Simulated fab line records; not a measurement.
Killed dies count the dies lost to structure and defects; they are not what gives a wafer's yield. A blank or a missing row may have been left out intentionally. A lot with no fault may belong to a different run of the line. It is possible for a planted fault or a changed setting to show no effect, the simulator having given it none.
fab line records | flow ritCmos | part 2 of 2: steps 30 to 41 of 41
record: lots: 5 wafers: 15 lastDay: 7
route steps=202 shown GATE@89 REOX@98 NLDD@103 PLDD@114 SPACER@125
lots untouched by any fault: they come from a run of this same line in which no faults occurred
startH: start of the lot's first displayed wafer, in hours after the record's first day | waitH: time in hours since the lot's previous step | " as in the row above | L1.1+2: several wafers, shown together as one row | - no value present, or no start provided | * or withheld: withheld | < > ~ a bound
route shown NAME@n: names a module that has steps shown in the file, with the first one's number in the route | usual: mean/standard deviation of fault-free wafers | same: alike in all rows | chamber/n: place in a boat | sites: each site's reading | _std_site: the values' standard deviation | _edge_site: the outer-site mean with the inner-site mean subtracted | radiusMm: how far each site lies from the wafer's centre | mask NAME#n: copy n | behind: the last tool/chamber to shape the wafer | hold: reason for holding the lot/hours on hold/outcome of the hold | device: the n, p or np transistor that did not switch | end of line: the tests these same wafers got at the end of their route | a step without rows: its recipe alone | killed: at the first sort, the dies lost to defects and structure; wafer yield is something else | map: a wafer's dies, x killed, . not, _ none there
set.NAME: the setting as run; set.NAME@STEP: as run at that earlier step | model.NAME: the simulator's own value behind a step, which no gauge read
lots at some steps of the route; a table a step, a row a wafer
services: when a tool's chamber went out of use (startH, in hours from the record's first day, below 0 if earlier), for how many hours, and the reason
== steps ==
step: RIT_PLDD_PEB_04
recipe: resist: NOVOLAK tempC: withheld timeS: withheld
usual: chillPlateTempC: *
columns lot.wafer tool chamber startH waitH chillPlateTempC
L075.3 lithoTrack-02 0 49.38 0.1 *
L075.4 " 0 " " *
L075.5 " 0 " " *
L081.1 lithoTrack-02 0 84.00 0.1 *
L081.4 " 0 " " *
L081.5 " 0 " " *
L090.2 lithoTrack-03 0 126.80 0.1 *
L090.5 " 0 " " *
L090.6 " 0 " " *
L094.2 lithoTrack-03 0 146.16 0.1 *
L094.4 " 0 " " *
L094.6 " 0 " " *
L097.3 lithoTrack-02 0 164.53 0.1 *
L097.4 " 0 " " *
L097.5 " 0 " " *
step: RIT_PLDD_DEVELOP_05
recipe: resist: NOVOLAK developTimeS: 50 devTempC: 23
usual: chillPlateTempC: 22.99/0.086
same: developTimeS: 50
columns lot.wafer tool chamber startH waitH chillPlateTempC
L075.3 lithoTrack-02 0 - - 22.94
L075.4 " 0 " " 22.87
L075.5 " 0 " " 23.02
L081.1 lithoTrack-02 0 - - 22.84
L081.4 " 0 " " 22.87
L081.5 " 0 " " 23.02
L090.2 lithoTrack-03 0 - - 23.07
L090.5 " 0 " " 23.04
L090.6 " 0 " " 23.07
L094.2 lithoTrack-03 0 - - 22.99
L094.4 " 0 " " 22.93
L094.6 " 0 " " 22.94
L097.3 lithoTrack-02 0 - - 23.00
L097.4 " 0 " " 23.11
L097.5 " 0 " " 22.96
step: RIT_PLDD_OVL_MEAS_06
usual: PLDD_OVL: 0.9/1.5
columns lot.wafer tool chamber startH waitH PLDD_OVL[nm]
L075.3 overlay-01 - 49.62 - 0.6
L075.4 " - " " 0.1
L075.5 " - " " -2.2
L081.1 overlay-01 - 84.28 - 2.5
L081.4 " - " " 2.6
L081.5 " - " " 1.5
L090.2 overlay-01 - 127.07 - 0.2
L090.5 " - " " 0.8
L090.6 " - " " 0.6
L094.2 overlay-01 - 146.43 - 3.2
L094.4 " - " " 1.7
L094.6 " - " " 1.2
L097.3 overlay-02 - 164.78 - -0.7
L097.4 " - " " 0.4
L097.5 " - " " 1.2
step: RIT_PLDD_HARDBAKE_07
recipe: resist: NOVOLAK tempC: 140 timeS: 60
usual: chillPlateTempC: 22.99/0.1
columns lot.wafer tool chamber startH waitH chillPlateTempC
L075.3 lithoTrack-04 0 49.70 0.1 22.98
L075.4 " 0 " " 22.75
L075.5 " 0 " " 23.05
L081.1 lithoTrack-04 0 84.31 0.0 23.01
L081.4 " 0 " " 23.07
L081.5 " 0 " " 23.05
L090.2 lithoTrack-02 0 127.12 0.0 22.98
L090.5 " 0 " " 23.11
L090.6 " 0 " " 23.11
L094.2 lithoTrack-04 0 146.48 0.0 23.09
L094.4 " 0 " " 22.94
L094.6 " 0 " " 22.96
L097.3 lithoTrack-03 0 164.85 0.1 22.86
L097.4 " 0 " " 23.02
L097.5 " 0 " " 22.92
step: RIT_PLDD_IMPLANT_08
recipe: species: BF2 energyKev: 20 doseCm2: 9e+14 tiltDeg: 7
columns lot.wafer tool chamber startH waitH
L075.3+4+5 implanter-02 0 49.85 0.1
L081.1+4+5 implanter-01 0 84.46 0.1
L090.2+5+6 implanter-01 0 127.27 0.1
L094.2+4+6 implanter-02 0 146.63 0.1
L097.3+4+5 implanter-04 0 165.00 0.1
step: RIT_PLDD_STRIP_09
recipe: chemistry: O2 timeS: 180 resist: NOVOLAK platenTempC: withheld powerW: 500 pressureMtorr: 4000 o2FlowSccm: 4181
usual: drypumpMotorCurrentA: 5.69/0.29
columns lot.wafer tool chamber startH waitH drypumpMotorCurrentA rfHoursCounterH
L075.3 plasmaAsher-04 1 50.01 0.1 5.60 -
L075.4 " 0 " " 5.98 -
L075.5 " 0 " " 5.97 -
L081.1 plasmaAsher-04 1 84.61 0.1 5.60 41
L081.4 " 1 " " 5.57 -
L081.5 " 1 " " 5.59 -
L090.2 plasmaAsher-02 1 127.40 0.1 5.38 36
L090.5 " 0 " " 5.80 -
L090.6 " 1 " " 5.38 -
L094.2 plasmaAsher-02 0 146.76 0.1 5.80 38
L094.4 " 1 " " 5.38 -
L094.6 " 0 " " 5.78 -
L097.3 plasmaAsher-02 1 165.16 0.1 5.37 -
L097.4 " 0 " " 5.80 -
L097.5 " 1 " " 5.38 -
step: RIT_PLDD_TW_MEAS_10
usual: PLDD_TW: 2364/12
columns lot.wafer tool chamber startH waitH PLDD_TW
L075.3 filmMetro-02 - 50.14 0.1 2372
L075.4 " - " " 2364
L075.5 " - " " 2364
L081.1 filmMetro-04 - 84.79 0.1 2366
L081.4 " - " " 2361
L081.5 " - " " 2358
L090.2 filmMetro-01 - 127.58 0.1 2380
L090.5 " - " " 2387
L090.6 " - " " 2396
L094.2 filmMetro-04 - 146.94 0.1 2346
L094.4 " - " " 2353
L094.6 " - " " 2352
L097.3 filmMetro-01 - 165.30 0.1 2367
L097.4 " - " " 2356
L097.5 " - " " 2371
step: RIT_SPACER_CLEAN_00
recipe: chemistry: SC1 mix: 3:3:50 timeS: 600 tempC: 75
columns lot.wafer tool chamber startH waitH
L075.3+4+5 wetBench-01 0 50.18 0.0
L081.1+4+5 wetBench-01 0 85.00 0.2
L090.2+5+6 wetBench-01 1 127.63 0.0
L094.2+4+6 wetBench-02 0 146.99 0.0
L097.3+4+5 wetBench-01 2 165.34 0.0
step: RIT_SPACER_CLEAN_01
recipe: chemistry: dHF dilution: 50:1 timeS: 30
columns lot.wafer tool chamber startH waitH
L075.3+4+5 wetBench-03 2 50.36 0.0
L081.1+4+5 wetBench-01 1 85.34 0.1
L090.2+5+6 wetBench-03 0 127.81 0.0
L094.2+4+6 wetBench-01 3 147.17 0.0
L097.3+4+5 wetBench-02 1 165.51 0.0
step: RIT_SPACER_CLEAN_02
recipe: chemistry: SC2 mix: 3:3:50 timeS: 600 tempC: 75 dry: n2Spin
columns lot.wafer tool chamber startH waitH
L075.3+4+5 wetBench-01 0 50.38 0.0
L081.1+4+5 wetBench-01 1 85.36 0.0
L090.2+5+6 wetBench-02 1 127.82 0.0
L094.2+4+6 wetBench-03 2 147.19 0.0
L097.3+4+5 wetBench-03 0 165.54 0.0
step: RIT_SPACER_CVD_03
recipe: material: Si3N4 targetThkNm: 250 tempC: 810 precursor: SiH2Cl2/NH3 timeS: 3300 pressureMtorr: 300 sih2cl2FlowSccm: 60 nh3FlowSccm: 150
usual: nh3FlowSccm: 149.9/0.49
columns lot.wafer tool chamber startH waitH nh3FlowSccm
L075.3 lpcvd-02 1 50.55 0.0 150.9
L075.4 " 1 " " 150.8
L075.5 " 1 " " 149.9
L081.1 lpcvd-01 1 85.57 0.0 149.2
L081.4 " 1 " " 150.0
L081.5 " 1 " " 149.9
L090.2 lpcvd-02 0 129.09 1.1 150.5
L090.5 " 0 " " 150.4
L090.6 " 0 " " 150.6
L094.2 lpcvd-01 1 147.57 0.0 149.8
L094.4 " 1 " " 149.7
L094.6 " 1 " " 150.0
L097.3 lpcvd-01 1 165.93 0.0 150.2
L097.4 " 1 " " 150.0
L097.5 " 1 " " 150.7
step: RIT_SPACER_THK_MEAS_04
recipe: reads: Si3N4_of_SPACER_CVD_03
usual: SPACER_NITRIDE_THK: 251.5/2.1
columns lot.wafer tool chamber startH waitH SPACER_NITRIDE_THK[nm]
L075.3 filmMetro-02 - 52.49 0.0 250.3
L075.4 " - " " 249.6
L075.5 " - " " 249.3
L081.1 filmMetro-03 - 87.49 0.0 251.4
L081.4 " - " " 252.0
L081.5 " - " " 253.9
L090.2 filmMetro-02 - 131.01 0.0 253.1
L090.5 " - " " 253.3
L090.6 " - " " 253.6
L094.2 filmMetro-03 - 149.49 0.0 247.1
L094.4 " - " " 249.9
L094.6 " - " " 248.0
L097.3 filmMetro-01 - 167.86 0.0 250.7
L097.4 " - " " 249.5
L097.5 " - " " 249.8
== services ==
columns tool chamber startH hours kind
ilineStepper-01 - 21.95 1.1 repair
implanter-04 - 22.97 81.8 pm
wetBench-02 - 42.42 47.1 pm
furnace-03 - 45.85 9.7 pm
plasmaAsher-01 - 54.90 3.0 repair
furnace-01 - 68.91 3.5 pm
rieSi-02 3 74.61 3.0 repair
wetBench-03 - 81.72 4.1 repair
plasmaAsher-04 - 89.88 0.5 repair
lpcvd-01 - 100.24 1.7 repair
implanter-02 - 107.19 5.2 repair
implanter-04 - 107.93 3.1 repair
plasmaAsher-03 - 108.75 9.0 pm
plasmaAsher-03 0 108.75 9.0 ventCycle
plasmaAsher-03 1 108.75 9.0 ventCycle
plasmaAsher-03 0 117.75 - clean
implanter-04 - 130.88 5.3 pm
plasmaAsher-02 - 132.94 4.4 repair
furnace-03 - 139.19 4.2 pm
implanter-04 - 146.30 0.8 repair
implanter-01 - 146.92 0.6 repair
implanter-01 - 151.03 14.2 pm
furnace-01 - 152.05 3.5 pm
plasmaAsher-02 - 165.77 2.1 repair
